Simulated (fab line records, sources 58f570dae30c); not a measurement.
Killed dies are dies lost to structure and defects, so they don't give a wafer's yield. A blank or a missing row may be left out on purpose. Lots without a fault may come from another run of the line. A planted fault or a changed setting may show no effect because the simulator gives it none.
Which tool did it? | flow berkeley_cmos170 | 7 lots, 21 wafers sampled, at 2 steps of a route of 331

WHAT THE GAUGES READ, wafer by wafer
UCB170_V1_CD_MEAS_12: target cd 700 nm.
lot  | measured     | on        | cd_nm (nm)
L119 | day 8 00:27  | cd_sem-02 | 699.3 699.4 699.9
L122 | day 8 00:52  | cd_sem-02 | 699.9 699.1 699.8
L123 | day 8 07:39  | cd_sem-02 | 700.4 698.7 699.1
L130 | day 10 10:22 | cd_sem-01 | 711.3 712.6 710.7
L133 | day 10 21:07 | cd_sem-01 | 702.6 702.9 701.3
L135 | day 11 17:16 | cd_sem-02 | 699.7 698.7 697.4
L139 | day 11 22:41 | cd_sem-02 | 699.1 698.7 699.3

WHICH TOOL RAN EACH LOT (tool, then ch and the chambers of the sampled wafers, then the start)
lot  | UCB170_V1_PEB_10
L119 | litho_track-03 ch 0, day 8 00:11
L122 | litho_track-01 ch 0, day 8 00:35
L123 | litho_track-03 ch 0, day 8 07:23
L130 | litho_track-03 ch 0, day 10 10:03
L133 | litho_track-01 ch 0, day 10 20:51
L135 | litho_track-02 ch 0, day 11 16:59
L139 | litho_track-01 ch 0, day 11 22:25
- UCB170_V1_PEB_10

THE ANSWER, worked out from the rows above alone
Rule: what is usual is taken from the lots themselves. Put in order of their means at a reading, lots are off if they are a third of the lots or fewer, leave a main group of 4 or more, and stand apart from it by a gap of 3 or more times the standard deviation of the main group's means; of several such gaps the widest counts. A main group whose means are all the same, to the digits that the tables above print for the reading, isn't used. A lot without any number at a reading at which 4 lots or more have one is off too. The other lots that the step has rows for count as sound.
Off: L130, at UCB170_V1_CD_MEAS_12 (cd_nm). The main group: mean 699.7 nm, standard deviation 1.2.
A tool fits if, at a process step before that reading, it ran every lot that is off, and no sound lot after the first of them. The gauges at UCB170_V1_CD_MEAS_12 are tried like those tools. One fits: litho_track-03 at UCB170_V1_PEB_10. Its last sound lot is L123 (day 8 07:23), its first lot that is off L130 (day 10 10:03): a fault that began between those two fits.

WHAT THE SIMULATOR HAD PUT IN
Process parameter drift: litho_track-03, from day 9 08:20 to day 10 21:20, at UCB170_V1_PEB_10. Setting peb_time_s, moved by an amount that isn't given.
Lots struck among those shown: L130. The rule above found the same.
